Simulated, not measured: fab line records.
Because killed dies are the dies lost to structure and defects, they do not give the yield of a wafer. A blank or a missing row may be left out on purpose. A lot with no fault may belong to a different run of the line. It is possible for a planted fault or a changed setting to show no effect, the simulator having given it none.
A struck lot beside a sound one	flow berkeleyCmos170	14 out of 331 route steps
Sound: the wafers L695.2, L695.4, L695.6. The struck wafers were L704.1, L704.2, L704.4. The cause comes at the end.
Each step with rows lists, per side, the tool, then ch with its chambers, then its first start. Under that, the readings that differ: sound wafers	struck wafers	difference of the means	sigmas: that difference in standard deviations of wafers without a fault.
alike: readings whose means differ by less than 2 such deviations, and words and numbers that are the same on both sides. not compared: withheld readings, readings that some wafer has no value for, bounds like >300 that may hide the same value, and numbers for which the record gives no deviation and whose values overlap.
A row with sigmas, a row that says differs or no value, or rows on one side alone: a step with any of these is where the two part. When numbers do not overlap yet have no deviation, they are printed without sigmas and do not part them. A reading missing from all wafers of one side parts the sides only when that side holds two or more wafers.

first, 2 steps without rows for these wafers: UCB170_SACOX_CLEAN_00 (cleans in dHF, time 7.5 s); UCB170_SACOX_OXIDATION_01 (target thk 14.4 nm, ox time 2400 s).
UCB170_SACOX_THK_MEAS_02:
  sound: filmMetro-03 at day 6 15:58; struck: filmMetro-04 at day 8 10:14
  alike: SACOX_OXIDE_THK
then, 2 steps without rows for these wafers: UCB170_SCREENOX_WET_ETCH_00 (etches SiO2 in dHF, time 200 s); UCB170_SCREENOX_OXIDATION_01 (target thk 14.4 nm, ox time 2400 s).
UCB170_SCREENOX_THK_MEAS_02:
  sound: filmMetro-03 at day 6 21:37; struck: filmMetro-01 at day 8 13:15
  alike: SCREENOX_OXIDE_THK
then, 6 steps without rows for these wafers: UCB170_SCREENOX_ANNEAL_03 (time 900 s); UCB170_NVT_HMDS_00 (prime time 60 s); UCB170_NVT_COAT_01 (resist thk 900 nm); UCB170_NVT_SOFTBAKE_02 (time 60 s); UCB170_NVT_EXPOSE_03 (exposes mask PWELL, target cd 3000 nm); UCB170_NVT_PEB_04.
UCB170_NVT_DEVELOP_05: develop time 45 s.
  sound on lithoTrack-02 ch 0, day 7 03:00; struck on lithoTrack-03, day 8 18:00
  no value came back on the struck wafers for chillPlateTempC (C), developTimeS (s), developerTempC (C); on the sound wafers chillPlateTempC (C) reads 23.03 23.16 22.97
reading	sound	struck	difference	sigmas
model.KrF_of_NVT_COAT_01.thkNm (nm)	891.3 889.8 891	904 899.6 901.4	+11	
UCB170_NVT_OVL_MEAS_06:
  sound: overlay-01 at day 7 03:26; struck: overlay-01 at day 8 18:59
reading	sound	struck	difference	sigmas
NVT_OVL (nm)	2 5 7	- - -	no value on the struck wafers	

## WHERE THEY PART
Earliest at UCB170_NVT_DEVELOP_05; latest, in this record, at UCB170_NVT_OVL_MEAS_06.

WHY: the cause the simulator had injected
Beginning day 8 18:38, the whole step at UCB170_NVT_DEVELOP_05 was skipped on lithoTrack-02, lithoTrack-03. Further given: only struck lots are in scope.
